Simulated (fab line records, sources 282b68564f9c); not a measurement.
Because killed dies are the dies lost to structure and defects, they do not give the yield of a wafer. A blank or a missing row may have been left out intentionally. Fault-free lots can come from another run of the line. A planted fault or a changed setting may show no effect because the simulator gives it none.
fab line records	flow ritCmos	part 1 of 2: steps 1 to 24 of 35
[record] lots = 5	wafers = 15	lastDay = 7
route steps=202 shown SDANNEAL@155 PSD@157 NSD@158 PLDD@159 NLDD@160 SILICIDE@161 CONTACT@168 M1@184
lots that met no fault: from a run of the same line without faults
startH: start of the lot's first displayed wafer, in hours after the record's first day	waitH: hours from the lot's prior step to this one	" the same as in the row above	L1.1+2: several wafers, shown together as one row	- no value, or no start given	* or withheld: withheld	< > ~ a bound
route shown NAME@n: NAME is a module with steps in the file, n the number in the route of the first one	usual: average and standard deviation across the fault-free wafers	same: alike in all rows	chamber/n: place in a boat	sites: each site's reading	_std_site: standard deviation of those values	_edge_site: inner sites' mean taken away from outer sites' mean	radiusMm: how far each site lies from the wafer's centre	mask NAME#n: copy n	behind: the last tool/chamber to shape the wafer	hold: why the lot was held/for how many hours/how that ended	device: transistor that didn't switch, given as n, p or np	end of line: at the end of the route, the tests of the same wafers	where a step has no rows: the recipe by itself	killed: the dies lost at the first sort to structure and to defects; this is not the yield of the wafer	map: a wafer's dies, x killed, . not, _ none there
set.NAME: the setting that was run; set.NAME@STEP: the one run at that earlier step	model.NAME: the simulator's own value behind a step, which no gauge read
certain route steps with their lots: each step a table, each wafer a row
services: the hour from which a tool's chamber was out of use, counted from the record's first day as startH (under 0 if before that day), plus the number of hours and why
[[steps]]
[step RIT_SDANNEAL_CLEAN_02]
[recipe] chemistry = SC2	mix = 3:3:50	timeS = 600	tempC = 75	dry = n2Spin
[usual] bathHeatDutyPct = 15.4/1.4
lot.wafer	tool	chamber	startH	waitH	bathHeatDutyPct
L079.2	wetBench-04	0	80.66	0.0	16.6
L079.4	"	0	"	"	15.2
L079.6	"	0	"	"	15.8
L082.3	wetBench-01	0	99.93	0.0	14.7
L082.4	"	0	"	"	16.0
L082.5	"	0	"	"	15.0
L088.2	wetBench-04	3	121.98	0.0	17.2
L088.4	"	3	"	"	15.6
L088.6	"	3	"	"	17.0
L093.1	wetBench-01	1	146.30	0.0	12.9
L093.2	"	1	"	"	13.2
L093.6	"	1	"	"	13.5
L097.2	wetBench-04	1	168.63	0.0	17.4
L097.3	"	1	"	"	16.0
L097.4	"	1	"	"	18.4
[step RIT_SDANNEAL_RTA_03]
[recipe] tempC = 1050	timeS = 5	idleTempC = 600	rampUpCPerS = 342	rampDownCPerS = 171	coolToC = 600	ambient = N2
[usual] rampDownCPerS = 171.00/0.032	rampUpCPerS = 342.00/0.055	wafer_temp_C_max = 1053.7/1.2
lot.wafer	tool	chamber	startH	waitH	rampDownCPerS	rampUpCPerS	wafer_temp_C_max
L079.2	rtpAnneal-01	0	80.85	0.0	170.99	342.03	1052.8
L079.4	"	0	"	"	170.98	342.04	1054.1
L079.6	"	0	"	"	171.03	342.02	1054.3
L082.3	rtpAnneal-02	0	100.13	0.0	170.99	341.94	1053.8
L082.4	"	0	"	"	171.02	341.99	1052.0
L082.5	"	0	"	"	171.01	341.99	1054.9
L088.2	rtpAnneal-02	0	122.17	0.0	171.01	342.01	1056.7
L088.4	"	0	"	"	171.01	341.94	1053.4
L088.6	"	0	"	"	171.02	341.98	1053.7
L093.1	rtpAnneal-01	0	146.47	0.0	171.05	341.98	1053.9
L093.2	"	0	"	"	170.99	341.94	1054.5
L093.6	"	0	"	"	171.01	341.95	1053.2
L097.2	rtpAnneal-01	0	168.82	0.0	171.02	341.97	1052.9
L097.3	"	0	"	"	171.01	342.11	1054.6
L097.4	"	0	"	"	170.97	341.94	1052.7
[step RIT_SDANNEAL_RS_MEAS_04]
[recipe] thkMeasGauge = four-point-probe
[usual] PSD_RS = 115.55/0.27
lot.wafer	tool	chamber	startH	waitH	PSD_RS[ohm/sq]
L079.2	filmMetro-01	-	80.97	0.1	115.50
L079.4	"	-	"	"	115.44
L079.6	"	-	"	"	115.44
L082.3	filmMetro-02	-	100.21	0.1	115.79
L082.4	"	-	"	"	115.90
L082.5	"	-	"	"	115.72
L088.2	filmMetro-02	-	122.24	0.1	116.00
L088.4	"	-	"	"	115.78
L088.6	"	-	"	"	115.93
L093.1	filmMetro-01	-	146.59	0.1	115.98
L093.2	"	-	"	"	115.90
L093.6	"	-	"	"	115.85
L097.2	filmMetro-01	-	168.89	0.1	115.58
L097.3	"	-	"	"	115.59
L097.4	"	-	"	"	115.84
[step RIT_SDANNEAL_RS_MEAS_05]
[recipe] thkMeasGauge = four-point-probe
[usual] NSD_RS = 86.0/0.32
lot.wafer	tool	chamber	startH	waitH	NSD_RS[ohm/sq]
L079.2	filmMetro-01	-	81.09	0.1	86.4
L079.4	"	-	"	"	86.4
L079.6	"	-	"	"	86.5
L082.3	filmMetro-02	-	100.33	0.1	86.0
L082.4	"	-	"	"	86.1
L082.5	"	-	"	"	86.3
L088.2	filmMetro-02	-	122.36	0.1	85.9
L088.4	"	-	"	"	86.1
L088.6	"	-	"	"	85.8
L093.1	filmMetro-01	-	146.71	0.1	86.1
L093.2	"	-	"	"	86.1
L093.6	"	-	"	"	85.9
L097.2	filmMetro-01	-	169.01	0.1	86.4
L097.3	"	-	"	"	86.5
L097.4	"	-	"	"	86.6
[step RIT_SDANNEAL_RS_MEAS_06]
[recipe] thkMeasGauge = four-point-probe
[usual] PLDD_RS = 178.6/0.5
lot.wafer	tool	chamber	startH	waitH	PLDD_RS[ohm/sq]
L079.2	filmMetro-01	-	81.21	0.1	178.4
L079.4	"	-	"	"	178.5
L079.6	"	-	"	"	178.9
L082.3	filmMetro-02	-	100.45	0.1	178.5
L082.4	"	-	"	"	178.6
L082.5	"	-	"	"	178.6
L088.2	filmMetro-02	-	122.48	0.1	178.9
L088.4	"	-	"	"	178.4
L088.6	"	-	"	"	178.8
L093.1	filmMetro-01	-	146.83	0.1	179.6
L093.2	"	-	"	"	179.5
L093.6	"	-	"	"	179.9
L097.2	filmMetro-01	-	169.13	0.1	179.2
L097.3	"	-	"	"	179.0
L097.4	"	-	"	"	179.4
[step RIT_SDANNEAL_RS_MEAS_07]
[recipe] thkMeasGauge = four-point-probe
[usual] NLDD_RS = 151.6/0.46
lot.wafer	tool	chamber	startH	waitH	NLDD_RS[ohm/sq]
L079.2	filmMetro-01	-	81.33	0.1	150.8
L079.4	"	-	"	"	151.2
L079.6	"	-	"	"	150.6
L082.3	filmMetro-02	-	100.57	0.1	151.6
L082.4	"	-	"	"	151.4
L082.5	"	-	"	"	151.7
L088.2	filmMetro-02	-	122.60	0.1	152.1
L088.4	"	-	"	"	151.9
L088.6	"	-	"	"	151.4
L093.1	filmMetro-01	-	146.95	0.1	152.2
L093.2	"	-	"	"	151.4
L093.6	"	-	"	"	152.2
L097.2	filmMetro-01	-	169.25	0.1	151.6
L097.3	"	-	"	"	151.4
L097.4	"	-	"	"	151.7
[step RIT_SILICIDE_WET_ETCH_00]
[recipe] chemistry = BOE	target = SiO2	targetDepthNm = 14	timeS = 15	dry = n2Spin	dilution = 10:1	tempC = 21.5
[usual] bathHeatDutyPct = 1.6/0.38
lot.wafer	tool	chamber	startH	waitH	bathHeatDutyPct
L079.2	wetBench-02	2	81.43	0.1	2.0
L079.4	"	2	"	"	1.4
L079.6	"	2	"	"	2.1
L082.3	wetBench-02	0	100.65	0.1	1.9
L082.4	"	0	"	"	2.2
L082.5	"	0	"	"	1.8
L088.2	wetBench-01	0	122.70	0.1	1.8
L088.4	"	0	"	"	2.5
L088.6	"	0	"	"	1.6
L093.1	wetBench-04	2	147.07	0.1	1.4
L093.2	"	2	"	"	2.3
L093.6	"	2	"	"	1.6
L097.2	wetBench-04	0	169.35	0.1	0.9
L097.3	"	0	"	"	1.9
L097.4	"	0	"	"	1.1
[step RIT_SILICIDE_SPUTTER_01]
[recipe] material = Ti	targetThkNm = 30	powerW = 350	chamberPressurePa = 0.667	gas = Ar	timeS = 236.4	substrateTempC = 25
[usual] throttleValvePct = 30.7/0.62
lot.wafer	tool	chamber	startH	waitH	throttleValvePct
L079.2	pvdSputter-03	-	81.44	0.0	31.1
L079.4	"	-	"	"	30.5
L079.6	"	-	"	"	30.6
L082.3	pvdSputter-04	-	100.66	0.0	30.9
L082.4	"	-	"	"	31.2
L082.5	"	-	"	"	30.9
L088.2	pvdSputter-01	-	122.71	0.0	29.5
L088.4	"	-	"	"	31.4
L088.6	"	-	"	"	31.0
L093.1	pvdSputter-03	-	147.08	0.0	31.4
L093.2	"	-	"	"	29.8
L093.6	"	-	"	"	30.4
L097.2	pvdSputter-04	-	169.36	0.0	31.5
L097.3	"	-	"	"	29.8
L097.4	"	-	"	"	30.8
[step RIT_SILICIDE_RS_MEAS_02]
[recipe] thkMeasGauge = four-point-probe	reads = Ti_of_SILICIDE_SPUTTER_01
[usual] SILICIDE_TI_RS = 48.7/0.96
lot.wafer	tool	chamber	startH	waitH	SILICIDE_TI_RS[ohm/sq]
L079.2	filmMetro-04	-	81.61	0.1	48.7
L079.4	"	-	"	"	47.7
L079.6	"	-	"	"	48.6
L082.3	filmMetro-01	-	100.85	0.1	48.7
L082.4	"	-	"	"	49.3
L082.5	"	-	"	"	49.0
L088.2	filmMetro-02	-	122.88	0.1	49.5
L088.4	"	-	"	"	49.0
L088.6	"	-	"	"	48.9
L093.1	filmMetro-04	-	147.23	0.1	48.1
L093.2	"	-	"	"	49.3
L093.6	"	-	"	"	47.9
L097.2	filmMetro-04	-	169.53	0.1	48.2
L097.3	"	-	"	"	47.6
L097.4	"	-	"	"	48.3
[step RIT_SILICIDE_THK_MEAS_03]
[recipe] thkMeasGauge = xrf	reads = Ti_of_SILICIDE_SPUTTER_01
[usual] SILICIDE_TI_THK = 29.9/0.5
lot.wafer	tool	chamber	startH	waitH	SILICIDE_TI_THK[nm]
L079.2	filmMetro-04	-	81.72	0.1	30.0
L079.4	"	-	"	"	30.6
L079.6	"	-	"	"	30.2
L082.3	filmMetro-01	-	100.95	0.1	30.1
L082.4	"	-	"	"	29.8
L082.5	"	-	"	"	29.9
L088.2	filmMetro-02	-	122.99	0.1	29.3
L088.4	"	-	"	"	29.8
L088.6	"	-	"	"	29.7
L093.1	filmMetro-04	-	147.35	0.1	30.1
L093.2	"	-	"	"	29.5
L093.6	"	-	"	"	30.0
L097.2	filmMetro-04	-	169.64	0.1	30.1
L097.3	"	-	"	"	30.5
L097.4	"	-	"	"	30.2
[step RIT_SILICIDE_RTA_04]
[recipe] tempC = 650	timeS = 10	idleTempC = 25	rampUpS = 5	rampDownS = 5	coolToC = 25	ambient = N2
[usual] wafer_temp_C_max = 652.6/1.1
lot.wafer	tool	chamber	startH	waitH	wafer_temp_C_max
L079.2	rtpAnneal-02	0	81.78	0.1	654.6
L079.4	"	0	"	"	655.7
L079.6	"	0	"	"	653.9
L082.3	rtpAnneal-01	0	101.01	0.1	651.0
L082.4	"	0	"	"	651.4
L082.5	"	0	"	"	652.1
L088.2	rtpAnneal-01	0	123.05	0.1	651.8
L088.4	"	0	"	"	652.6
L088.6	"	0	"	"	651.5
L093.1	rtpAnneal-02	0	147.41	0.1	652.6
L093.2	"	0	"	"	653.6
L093.6	"	0	"	"	653.3
L097.2	rtpAnneal-02	0	169.70	0.1	652.6
L097.3	"	0	"	"	653.5
L097.4	"	0	"	"	652.6
[step RIT_SILICIDE_WET_ETCH_05]
[recipe] chemistry = SPM	target = Ti	tempC = 90	timeS = 120	dry = n2Spin
[usual] bathHeatDutyPct = 13.6/1.2
lot.wafer	tool	chamber	startH	waitH	bathHeatDutyPct
L079.2	wetBench-04	1	81.84	0.0	15.1
L079.4	"	1	"	"	14.7
L079.6	"	1	"	"	13.7
L082.3	wetBench-04	0	101.06	0.0	13.7
L082.4	"	0	"	"	13.2
L082.5	"	0	"	"	12.1
L088.2	wetBench-01	3	123.11	0.0	12.3
L088.4	"	3	"	"	12.8
L088.6	"	3	"	"	12.7
L093.1	wetBench-02	3	147.48	0.1	10.7
L093.2	"	3	"	"	11.5
L093.6	"	3	"	"	11.1
L097.2	wetBench-01	0	169.76	0.0	14.3
L097.3	"	0	"	"	14.7
L097.4	"	0	"	"	13.1
[step RIT_SILICIDE_RTA_06]
[recipe] tempC = 750	timeS = 10	idleTempC = 25	rampUpS = 5	rampDownS = 10	coolToC = 25	ambient = N2
[usual] wafer_temp_C_max = 753.2/1.3
lot.wafer	tool	chamber	startH	waitH	wafer_temp_C_max
L079.2	rtpAnneal-01	0	81.90	0.0	752.3
L079.4	"	0	"	"	752.2
L079.6	"	0	"	"	752.0
L082.3	rtpAnneal-02	0	101.12	0.0	754.3
L082.4	"	0	"	"	753.5
L082.5	"	0	"	"	753.9
L088.2	rtpAnneal-02	0	123.16	0.0	753.6
L088.4	"	0	"	"	754.9
L088.6	"	0	"	"	755.9
L093.1	rtpAnneal-01	0	147.52	0.0	751.4
L093.2	"	0	"	"	752.1
L093.6	"	0	"	"	751.5
L097.2	rtpAnneal-01	0	169.81	0.0	752.6
L097.3	"	0	"	"	751.8
L097.4	"	0	"	"	753.2
[step RIT_CONTACT_CVD_00]
[recipe] material = SiO2	targetThkNm = 400	precursor = TEOS	tempC = 390	timeS = 61	rfW = 400
[usual] heaterPowerW = 333/54
lot.wafer	tool	chamber	startH	waitH	heaterPowerW
L079.2	pecvd-03	0	82.01	0.1	333
L079.4	"	0	"	"	353
L079.6	"	2	"	"	292
L082.3	pecvd-03	0	101.17	0.0	349
L082.4	"	1	"	"	376
L082.5	"	2	"	"	372
L088.2	pecvd-03	2	123.21	0.0	356
L088.4	"	1	"	"	436
L088.6	"	0	"	"	370
L093.1	pecvd-04	1	147.66	0.1	322
L093.2	"	2	"	"	318
L093.6	"	1	"	"	334
L097.2	pecvd-03	2	169.86	0.0	377
L097.3	"	1	"	"	436
L097.4	"	0	"	"	371
[step RIT_CONTACT_THK_MEAS_01]
[recipe] reads = SiO2_of_CONTACT_CVD_00
[usual] CONTACT_TEOS_THK = 401/6.4
lot.wafer	tool	chamber	startH	waitH	CONTACT_TEOS_THK[nm]
L079.2	filmMetro-01	-	82.12	0.1	398
L079.4	"	-	"	"	403
L079.6	"	-	"	"	396
L082.3	filmMetro-04	-	101.24	0.0	392
L082.4	"	-	"	"	398
L082.5	"	-	"	"	398
L088.2	filmMetro-01	-	123.27	0.0	390
L088.4	"	-	"	"	399
L088.6	"	-	"	"	398
L093.1	filmMetro-04	-	147.71	0.0	397
L093.2	"	-	"	"	390
L093.6	"	-	"	"	406
L097.2	filmMetro-03	-	169.93	0.0	399
L097.3	"	-	"	"	399
L097.4	"	-	"	"	407
[step RIT_CONTACT_HMDS_02]
[recipe] primeTimeS = 60	primeTempC = 140
[usual] chillPlateTempC = 23.01/0.11
lot.wafer	tool	chamber	startH	waitH	chillPlateTempC
L079.2	lithoTrack-02	0	82.38	0.2	22.92
L079.4	"	0	"	"	22.94
L079.6	"	0	"	"	23.15
L082.3	lithoTrack-04	0	101.33	0.1	23.00
L082.4	"	0	"	"	23.00
L082.5	"	0	"	"	23.05
L088.2	lithoTrack-02	0	123.35	0.1	23.01
L088.4	"	0	"	"	23.01
L088.6	"	0	"	"	22.98
L093.1	lithoTrack-04	0	147.77	0.1	22.98
L093.2	"	0	"	"	23.00
L093.6	"	0	"	"	23.03
L097.2	lithoTrack-04	0	170.00	0.1	23.04
L097.3	"	0	"	"	23.09
L097.4	"	0	"	"	23.10
[step RIT_CONTACT_COAT_03]
[recipe] resist = NOVOLAK	spinRpm = 3250	resistThkNm = 1000
[usual] chillPlateTempC = 23.00/0.099
lot.wafer	tool	chamber	startH	waitH	chillPlateTempC
L079.2	lithoTrack-02	0	82.53	0.1	23.00
L079.4	"	0	"	"	23.06
L079.6	"	0	"	"	22.91
L082.3	lithoTrack-04	0	101.48	0.1	23.06
L082.4	"	0	"	"	23.05
L082.5	"	0	"	"	23.06
L088.2	lithoTrack-02	0	123.50	0.1	22.94
L088.4	"	0	"	"	23.29
L088.6	"	0	"	"	22.97
L093.1	lithoTrack-04	0	147.92	0.1	22.94
L093.2	"	0	"	"	23.13
L093.6	"	0	"	"	23.15
L097.2	lithoTrack-04	0	170.15	0.1	23.02
L097.3	"	0	"	"	23.12
L097.4	"	0	"	"	22.84
[step RIT_CONTACT_SOFTBAKE_04]
[recipe] resist = NOVOLAK	tempC = 90	timeS = 60
[usual] chillPlateTempC = 22.99/0.1
lot.wafer	tool	chamber	startH	waitH	chillPlateTempC
L079.2	lithoTrack-02	0	82.68	0.1	23.06
L079.4	"	0	"	"	23.17
L079.6	"	0	"	"	23.00
L082.3	lithoTrack-04	0	101.63	0.1	23.18
L082.4	"	0	"	"	23.08
L082.5	"	0	"	"	23.16
L088.2	lithoTrack-02	0	123.65	0.1	22.87
L088.4	"	0	"	"	22.91
L088.6	"	0	"	"	22.79
L093.1	lithoTrack-04	0	148.07	0.1	23.12
L093.2	"	0	"	"	23.14
L093.6	"	0	"	"	23.04
L097.2	lithoTrack-04	0	170.30	0.1	22.91
L097.3	"	0	"	"	22.98
L097.4	"	0	"	"	23.05
[step RIT_CONTACT_EXPOSE_05]
[recipe] maskId = M11	na = 0.6	sourceShape = conventional	sigmaOuter = 0.5	targetCdNm = 1000	doseMj = 250
[usual] stageVelMmS = 500.06/0.22
lot.wafer	tool	chamber	startH	waitH	mask	stageVelMmS
L079.2	ilineStepper-01	0	82.83	0.1	M11#0	500.09
L079.4	"	0	"	"	M11#0	500.02
L079.6	"	0	"	"	M11#0	499.87
L082.3	ilineStepper-01	0	101.89	0.2	M11#0	499.98
L082.4	"	0	"	"	M11#0	500.20
L082.5	"	0	"	"	M11#0	500.31
L088.2	ilineStepper-01	0	123.92	0.2	M11#0	500.40
L088.4	"	0	"	"	M11#0	500.15
L088.6	"	0	"	"	M11#0	500.13
L093.1	ilineStepper-02	0	148.22	0.1	M11#0	500.09
L093.2	"	0	"	"	M11#0	500.06
L093.6	"	0	"	"	M11#0	499.98
L097.2	ilineStepper-02	0	170.44	0.1	M11#0	499.84
L097.3	"	0	"	"	M11#0	500.13
L097.4	"	0	"	"	M11#0	500.03
[step RIT_CONTACT_PEB_06]
[recipe] resist = NOVOLAK	tempC = withheld	timeS = withheld
[usual] chillPlateTempC = *
lot.wafer	tool	chamber	startH	waitH	chillPlateTempC
L079.2	lithoTrack-02	0	82.95	0.1	*
L079.4	"	0	"	"	*
L079.6	"	0	"	"	*
L082.3	lithoTrack-02	0	102.19	0.3	*
L082.4	"	0	"	"	*
L082.5	"	0	"	"	*
L088.2	lithoTrack-03	0	124.04	0.1	*
L088.4	"	0	"	"	*
L088.6	"	0	"	"	*
L093.1	lithoTrack-02	0	148.33	0.1	*
L093.2	"	0	"	"	*
L093.6	"	0	"	"	*
L097.2	lithoTrack-02	0	170.57	0.1	*
L097.3	"	0	"	"	*
L097.4	"	0	"	"	*
[step RIT_CONTACT_DEVELOP_07]
[recipe] resist = NOVOLAK	developTimeS = 120	devTempC = 24.23
[usual] chillPlateTempC = 23.02/0.1	developerTempC = 24.22/0.11
lot.wafer	tool	chamber	startH	waitH	chillPlateTempC	developerTempC
L079.2	lithoTrack-02	0	-	-	22.98	24.20
L079.4	"	0	"	"	23.01	24.35
L079.6	"	0	"	"	22.87	24.32
L082.3	lithoTrack-02	0	-	-	23.05	24.43
L082.4	"	0	"	"	23.04	24.32
L082.5	"	0	"	"	22.98	24.35
L088.2	lithoTrack-03	0	-	-	22.87	24.34
L088.4	"	0	"	"	23.00	24.29
L088.6	"	0	"	"	23.00	24.15
L093.1	lithoTrack-02	0	-	-	22.91	24.01
L093.2	"	0	"	"	23.08	24.23
L093.6	"	0	"	"	22.91	24.20
L097.2	lithoTrack-02	0	-	-	23.07	24.38
L097.3	"	0	"	"	23.16	24.31
L097.4	"	0	"	"	22.82	24.39
[step RIT_CONTACT_CD_MEAS_08]
[recipe] targetCdNm = 1000
[usual] cdNm = 1000.0/2.6
lot.wafer	tool	chamber	startH	waitH	cdNm
L079.2	cdSem-01	-	83.34	-	998.7
L079.4	"	-	"	"	1000.7
L079.6	"	-	"	"	999.1
L082.3	cdSem-01	-	102.58	-	1000.3
L082.4	"	-	"	"	1000.7
L082.5	"	-	"	"	1000.1
L088.2	cdSem-01	-	124.44	-	993.5
L088.4	"	-	"	"	996.4
L088.6	"	-	"	"	994.8
L093.1	cdSem-02	-	148.73	-	997.9
L093.2	"	-	"	"	997.4
L093.6	"	-	"	"	998.3
L097.2	cdSem-01	-	171.06	-	1000.2
L097.3	"	-	"	"	1001.1
L097.4	"	-	"	"	1003.3
[step RIT_CONTACT_OVL_MEAS_09]
[usual] CONTACT_OVL = -1.1/1.9
lot.wafer	tool	chamber	startH	waitH	CONTACT_OVL[nm]
L079.2	overlay-02	-	83.45	0.1	0.2
L079.4	"	-	"	"	-0.3
L079.6	"	-	"	"	0.0
L082.3	overlay-01	-	102.67	0.1	0.8
L082.4	"	-	"	"	-0.1
L082.5	"	-	"	"	0.0
L088.2	overlay-02	-	124.54	0.1	0.9
L088.4	"	-	"	"	-1.8
L088.6	"	-	"	"	0.3
L093.1	overlay-01	-	148.85	0.1	-1.3
L093.2	"	-	"	"	-1.7
L093.6	"	-	"	"	-2.5
L097.2	overlay-01	-	171.16	0.1	-2.8
L097.3	"	-	"	"	-0.7
L097.4	"	-	"	"	-2.2
[step RIT_CONTACT_HARDBAKE_10]
[recipe] resist = NOVOLAK	tempC = 140	timeS = 60
[usual] chillPlateTempC = 23.01/0.11
lot.wafer	tool	chamber	startH	waitH	chillPlateTempC
L079.2	lithoTrack-03	0	83.51	0.0	23.24
L079.4	"	0	"	"	23.03
L079.6	"	0	"	"	23.17
L082.3	lithoTrack-02	0	102.74	0.1	22.94
L082.4	"	0	"	"	22.91
L082.5	"	0	"	"	22.97
L088.2	lithoTrack-02	0	124.60	0.0	22.87
L088.4	"	0	"	"	23.05
L088.6	"	0	"	"	23.24
L093.1	lithoTrack-03	0	148.89	0.0	23.01
L093.2	"	0	"	"	23.08
L093.6	"	0	"	"	23.07
L097.2	lithoTrack-04	0	171.22	0.0	22.95
L097.3	"	0	"	"	23.12
L097.4	"	0	"	"	23.07
